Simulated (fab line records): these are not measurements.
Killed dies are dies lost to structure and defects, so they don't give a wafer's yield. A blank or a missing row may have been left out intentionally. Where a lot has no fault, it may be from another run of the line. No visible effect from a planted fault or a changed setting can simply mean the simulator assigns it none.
Problem report in the 8D (eight disciplines) form, filled by code / flow berkeley_cmos170 / the parts of the form that need people (team, actions taken, sign-off) are left out

1. WHAT WENT WRONG
Wafers free of any fault read 616.5 ohm/sq (standard deviation 1.7) for NLDD_RS at UCB170_SDANNEAL_RS_MEAS_05, against a mean of 628.2 ohm/sq on 9 wafers of 3 lots. Relative to the usual mean, that is a shift of +6.9 standard deviations.
The step: measures by four-point-probe.
Earliest sighting: wafer L239.1 on film_metro-02 at day 12 11:18. The record has a number at this step for 45 wafers belonging to 15 lots. The rule behind "out" and "out of limits": a value lying over 4 standard deviations away from the usual mean. The other wafers with a number count as sound.

2. WHAT IT IS AND WHAT IT IS NOT
question=which readings at this step; is=NLDD_RS; is not=-
question=which lots; is=L237, L239, L240; is not=L217, L220, L222, L223, L225, L226, L227, L228, L231, L232, L236, L238
question=which wafers of those lots; is=all that have a number; is not=-
question=read on which gauges; is=film_metro-01, film_metro-02, film_metro-04; is not=-
question=when; is=from day 12 11:18; is not=up to then (36 sound wafers)

3. SUSPECTS, AND WHAT RULES EACH OUT
Counting: any tool at a process step up to the reading is kept as a suspect provided that every lot that is out went through it and no sound lot did after the first of them.
- ruled out: the gauge at UCB170_SDANNEAL_RS_MEAS_05. Those wafers that are out were read across 3 gauges (film_metro-01, film_metro-02, film_metro-04).
- implanter-01 at UCB170_NLDD_IMPLANT_09: kept. It ran every lot that is out, first L237 (day 11 21:53), and no sound lot after that; its last sound lot up to then is L236 (day 11 21:35).
Left after counting: implanter-01 at UCB170_NLDD_IMPLANT_09.

4. THE CAUSE (what the simulator had put in)
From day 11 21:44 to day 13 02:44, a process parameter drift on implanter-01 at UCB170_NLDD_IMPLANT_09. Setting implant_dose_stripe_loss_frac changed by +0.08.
Counting left only this tool.

5. THE EFFECT CHAIN, in route order
One row per reading whose mean, taken over the struck wafers that have a number, lies over 3 standard deviations from the usual. Only readings for which the record gives a usual standard deviation are gone through. hours: the time from each lot's start at the first step in this table that gives one to its start at this step, as a median over the lots. sigmas: the change in usual standard deviations.
hours=0; step=UCB170_SDANNEAL_RS_MEAS_05; reading=NLDD_RS; usual=616.5 ohm/sq; on struck wafers=628.2; change=+11.7; sigmas=+6.9

6. HOW IT WOULD HAVE BEEN CAUGHT EARLIER
14 hours passed between the start of the fault at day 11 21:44 and the first reading out of limits at a measuring or inspecting step in this record, taken at day 12 11:18.
No tool reading at UCB170_NLDD_IMPLANT_09 that has a usual standard deviation in the record was out on any struck wafer, so an alarm limit of 4 standard deviations on those readings would not have fired.
All the lots that are out (3) had begun UCB170_NLDD_IMPLANT_09 on implanter-01 by day 12 11:18. A hold on the tool at that time would have spared none of them.
